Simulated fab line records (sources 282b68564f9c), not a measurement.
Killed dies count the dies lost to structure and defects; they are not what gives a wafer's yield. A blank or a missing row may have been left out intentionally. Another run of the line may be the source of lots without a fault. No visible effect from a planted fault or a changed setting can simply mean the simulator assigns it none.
Which tool was responsible? | flow rit-cmos | Sampling: 13 lots, 39 wafers, 2 of 202 route steps

WHAT EACH GAUGE READ, for each wafer
The record lacks any reading of a measuring or inspecting step that a usual standard deviation could be used to judge.

EACH LOT AND THE TOOL THAT RAN IT (in order: tool; ch and the chambers of the sampled wafers; start)
lot  | RIT_ACTIVE_ETCH_13                | RIT_M1_PROBE_99
L246 | rie-diel-04 ch 0,3, day 1 15:13   | -
L247 | rie-diel-04 ch 0,1,2, day 1 21:13 | prober-02, day 4 04:33
L248 | rie-diel-04 ch 0,1, day 2 01:47   | -
L249 | rie-diel-02 ch 0,1,2, day 2 07:20 | prober-02, day 4 13:54
L250 | rie-diel-03 ch 2,3, day 2 11:14   | -
L251 | rie-diel-02 ch 0,2,3, day 2 16:35 | -
L252 | rie-diel-03 ch 1,2, day 2 21:42   | -
L253 | rie-diel-03 ch 0,1,2, day 3 03:49 | -
L256 | rie-diel-03 ch 0,1,2, day 3 19:40 | -
L258 | rie-diel-03 ch 1,3, day 4 06:51   | -
L262 | rie-diel-02 ch 0,1,2, day 5 00:51 | -
L263 | rie-diel-02 ch 0,1,2, day 5 05:34 | -
L268 | rie-diel-02 ch 1,2,3, day 6 07:40 | -
- RIT_ACTIVE_ETCH_13: etches Si3N4 in SF6, stops on SiO2, time 210 s, target depth 210 nm.
- RIT_M1_PROBE_99

AS READ BY THE TOOLS THEMSELVES (means over the sampled wafers that have a number; for cases with no such wafer, the mark the record gives instead)
RIT_ACTIVE_ETCH_13.
lot  | tool        | chamber-pressure-mTorr (mTorr) | drypump-motor-current-A (A) | oes-product-au (a.u.) | throttle-valve-pct (%)
L246 | rie-diel-04 | 260.00                         | 5.7                         | 0.830                 | 7.41
L247 | rie-diel-04 | 259.82                         | 5.7                         | 0.826                 | 7.52
L248 | rie-diel-04 | 260.04                         | 5.9                         | 0.828                 | 7.56
L249 | rie-diel-02 | 260.03                         | 6.1                         | 0.807                 | 7.61
L250 | rie-diel-03 | 259.89                         | 6.4                         | 0.816                 | 7.48
L251 | rie-diel-02 | 259.99                         | 5.7                         | 0.821                 | 7.53
L252 | rie-diel-03 | 259.99                         | 6.2                         | 0.802                 | 7.47
L253 | rie-diel-03 | 259.98                         | 5.9                         | 0.810                 | 7.50
L256 | rie-diel-03 | 208.03                         | 5.9                         | 0.811                 | 7.50
L258 | rie-diel-03 | 207.96                         | 6.0                         | 0.816                 | 7.58
L262 | rie-diel-02 | 260.02                         | 6.1                         | 0.803                 | 7.61
L263 | rie-diel-02 | 259.72                         | 6.1                         | 0.816                 | 7.61
L268 | rie-diel-02 | 260.08                         | 5.7                         | 0.819                 | 7.54

RIT_M1_PROBE_99.
lot  | tool      | killed_at_M0_to_M3 | killed-at-front-end | killed-dies | killed-open | killed-short
L247 | prober-02 | 0.0                | 9.3                 | 9.3         | 4.7         | 4.7
L249 | prober-02 | 0.3                | 9.0                 | 9.3         | 4.7         | 3.3

THE ANSWER, worked out from the rows above alone
Rule: what is usual is taken from the lots themselves. The widest of any qualifying gaps counts: lots, ordered by their means at a reading, are off when they make up no more than a third of the lots, leave a main group of 4 or more, and stand apart from it by 3 or more times the standard deviation of that group's means. Not used: any main group whose means are identical at the precision the tables above print for the reading. Also off: a lot with no number at a reading for which 4 or more lots have one. All remaining lots with rows at the step are treated as sound. After the gauges, taken in route order, come the tools' own readings; for these a lot's mean is taken, as printed above. The first step at which some lot is off is used, and at that step the reading that is off furthest; a lot without a number counts as furthest.
Off: L256, L258, at RIT_ACTIVE_ETCH_13 (chamber-pressure-mTorr). Main group: mean 259.96 mTorr, sd 0.1.
A tool fits if, at that step or a process step before it, it ran every lot that is off, and no sound lot after the first of them. One candidate fits, namely rie-diel-03 at RIT_ACTIVE_ETCH_13. A fault onset in the window from L253 (day 3 03:49, its last sound lot) to L256 (day 3 19:40, its first lot off) fits.
On the lots that are off, the tool's own readings at RIT_ACTIVE_ETCH_13 differ by more than 5 times the standard deviation of the sound lots' means, which bears it out; chamber-pressure-mTorr reads 208.00 mTorr there versus 259.96 mTorr on the sound lots.

WHAT HAD BEEN PUT IN BY THE SIMULATOR
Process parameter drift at RIT_ACTIVE_ETCH_13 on rie-diel-03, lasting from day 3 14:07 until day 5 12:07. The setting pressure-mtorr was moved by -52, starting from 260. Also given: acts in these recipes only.
Struck lots among those shown: L256, L258. The same result came from the rule above.
